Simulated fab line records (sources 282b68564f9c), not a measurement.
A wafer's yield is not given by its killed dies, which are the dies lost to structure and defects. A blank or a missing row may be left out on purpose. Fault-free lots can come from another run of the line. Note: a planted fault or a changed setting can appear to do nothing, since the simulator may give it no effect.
fab line records + flow ritCmos
record:
- lots: 13
- wafers: 39
- lastDay: 7
route steps=202 shown PRETRO@73
lots that met no fault: taken from a fault-free run of the same line
startH: start of the lot's first displayed wafer, in hours after the record's first day + waitH: time in hours since the lot's previous step + " same as the row above + L1.1+2: a single row standing in for several wafers + - value missing, or start not given + * or withheld: withheld + < > ~ a bound
route shown NAME@n: NAME is a module with steps in the file, n the number in the route of the first one + usual: the fault-free wafers' mean and standard deviation + same: alike in all rows + chamber/n: place in a boat + sites: the reading at each site + _std_site: the standard deviation of these + _edge_site: mean of outer sites minus mean of inner sites + radiusMm: how far each site lies from the wafer's centre + mask NAME#n: copy n + behind: the most recent tool/chamber to have shaped the wafer + hold: why the lot was held/for how many hours/how that ended + device: which transistor (n, p or np) failed to switch + end of line: tests run on the same wafers once the route is complete + step lacking rows: just its recipe + killed: at the first sort, the dies lost to defects and structure; wafer yield is something else + map: a wafer's dies, marking killed ones x, the rest . and places with no die _
set.NAME: setting as actually run; set.NAME@STEP: the setting as run at that earlier step + model.NAME: the simulator's own value behind a step, which no gauge read
one table for each step of the route and one row for each wafer, over a sample of lots
services: from which hour (startH, from the record's first day; less than 0 if before it) a tool's chamber was out of use, for how many hours, and why
== steps ==
step: RIT_PRETRO_STRIP_09
recipe:
- chemistry: O2
- timeS: 180
- resist: NOVOLAK
- platenTempC: withheld
- powerW: 500
- pressureMtorr: 4000
- o2FlowSccm: 4000
usual:
- drypumpMotorCurrentA: 5.9/0.48
- runLengthS: 208.2/0.55
| lot.wafer | tool           | chamber | startH | waitH | drypumpMotorCurrentA | rfHoursCounterH | runLengthS |
|-----------|----------------|---------|--------|-------|----------------------|-----------------|------------|
| L690.4    | plasmaAsher-02 | 1       | 32.44  | 0.1   | 5.7                  | -               | 207.9      |
| L690.5    | "              | 0       | "      | "     | 5.8                  | -               | 207.9      |
| L690.6    | "              | 1       | "      | "     | 5.7                  | -               | 208.0      |
| L691.1    | plasmaAsher-03 | 0       | 37.90  | 0.1   | 6.4                  | 39              | 208.8      |
| L691.2    | "              | 1       | "      | "     | 6.7                  | 39              | 207.8      |
| L691.5    | "              | 0       | "      | "     | 6.4                  | -               | 209.0      |
| L693.1    | plasmaAsher-03 | 0       | 48.91  | 0.1   | 6.4                  | 40              | 209.2      |
| L693.4    | "              | 1       | "      | "     | 6.7                  | -               | 207.8      |
| L693.5    | "              | 1       | "      | "     | 6.7                  | -               | 208.1      |
| L694.2    | plasmaAsher-02 | 0       | 52.03  | 0.1   | 5.8                  | 41              | 208.1      |
| L694.3    | "              | 0       | "      | "     | 5.8                  | -               | 208.3      |
| L694.6    | "              | 0       | "      | "     | 5.8                  | -               | 207.9      |
| L695.2    | plasmaAsher-03 | 0       | 57.06  | 0.1   | 6.4                  | 41              | 209.6      |
| L695.4    | "              | 1       | "      | "     | 6.7                  | -               | 207.7      |
| L695.6    | "              | 1       | "      | "     | 6.7                  | -               | 207.7      |
| L698.1    | plasmaAsher-03 | 0       | 73.19  | 0.1   | 6.4                  | 43              | 209.2      |
| L698.4    | "              | 0       | "      | "     | 6.5                  | -               | 209.0      |
| L698.5    | "              | 1       | "      | "     | 6.7                  | -               | 207.8      |
| L702.2    | plasmaAsher-01 | 0       | 91.58  | 0.1   | 5.1                  | 30              | 27.3       |
| L702.3    | "              | 1       | "      | "     | 5.7                  | -               | 27.7       |
| L702.6    | "              | 0       | "      | "     | 5.2                  | -               | 27.0       |
| L707.1    | plasmaAsher-02 | 0       | 118.28 | 0.1   | 5.8                  | 0               | 208.5      |
| L707.3    | "              | 0       | "      | "     | 5.8                  | -               | 207.9      |
| L707.4    | "              | 1       | "      | "     | 5.7                  | -               | 208.2      |
| L709.2    | plasmaAsher-02 | 1       | 126.19 | 0.1   | 5.7                  | 1               | 207.9      |
| L709.5    | "              | 1       | "      | "     | 5.7                  | -               | 208.4      |
| L709.6    | "              | 0       | "      | "     | 5.8                  | -               | 207.9      |
| L710.2    | plasmaAsher-02 | 0       | 133.26 | 0.1   | 5.8                  | 2               | 208.2      |
| L710.4    | "              | 1       | "      | "     | 5.7                  | -               | 208.5      |
| L710.5    | "              | 0       | "      | "     | 5.8                  | -               | 208.0      |
| L711.4    | plasmaAsher-02 | 1       | 136.53 | 0.1   | 5.7                  | -               | 208.3      |
| L711.5    | "              | 1       | "      | "     | 5.7                  | -               | 207.9      |
| L711.6    | "              | 0       | "      | "     | 5.8                  | -               | 208.0      |
| L712.1    | plasmaAsher-03 | 0       | 143.77 | 0.1   | 6.4                  | 48              | 208.8      |
| L712.4    | "              | 0       | "      | "     | 6.4                  | -               | 209.1      |
| L712.5    | "              | 0       | "      | "     | 6.4                  | -               | 209.2      |
| L713.3    | plasmaAsher-01 | 0       | 146.41 | 0.1   | 5.2                  | -               | 208.8      |
| L713.4    | "              | 1       | "      | "     | 5.7                  | -               | 207.3      |
| L713.6    | "              | 1       | "      | "     | 5.8                  | -               | 207.6      |
== services ==
| tool           | chamber | startH | hours | kind      |
|----------------|---------|--------|-------|-----------|
| plasmaAsher-02 | -       | 27.74  | 2.8   | pm        |
| plasmaAsher-02 | -       | 91.14  | 0.5   | repair    |
| plasmaAsher-03 | -       | 93.48  | 28.1  | pm        |
| plasmaAsher-02 | -       | 104.86 | 3.3   | repair    |
| plasmaAsher-02 | -       | 105.39 | 0.4   | repair    |
| plasmaAsher-02 | -       | 108.81 | 9.0   | pm        |
| plasmaAsher-02 | 0       | 108.81 | 9.0   | ventCycle |
| plasmaAsher-02 | 1       | 108.81 | 9.0   | ventCycle |
| plasmaAsher-02 | 0       | 117.81 | -     | clean     |
| plasmaAsher-02 | 1       | 117.81 | -     | clean     |
| plasmaAsher-03 | -       | 144.28 | 5.9   | repair    |
== key ==
firstSign:
- step: RIT_PRETRO_STRIP_09
- reading: runLengthS
- direction: down
- sigmas: 99+
- usual: *
- struck: *
effect none on later readings
metAt RIT_PRETRO_STRIP_09
struckLots L702
laterRowsLeftOut L702.2,L702.3,L702.6
sortLeftOut L702.2,L702.3,L702.6
testerLeftOut L702
fault:
- kind: stripAborted
- tool: plasmaAsher-01
- chamber: -
- onsetH: 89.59
- steps: RIT_PRETRO_STRIP_09
- offset: 0.85
- endH: 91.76
testerLeftOut: of these lots the tester's yield and bins aren't shown, on N5 and GAA mostly nor the transistor test; their killed dies are dies lost to structure and defects alone, not to doping, threshold or leakage, so they don't give the yield
sortLeftOut: the simulated sort isn't trusted on such a fault, so these wafers' sort isn't shown, and their yield isn't known
laterRowsLeftOut: the simulator's readings of these wafers behind a module that went badly wrong aren't trusted and aren't shown, but for the sort
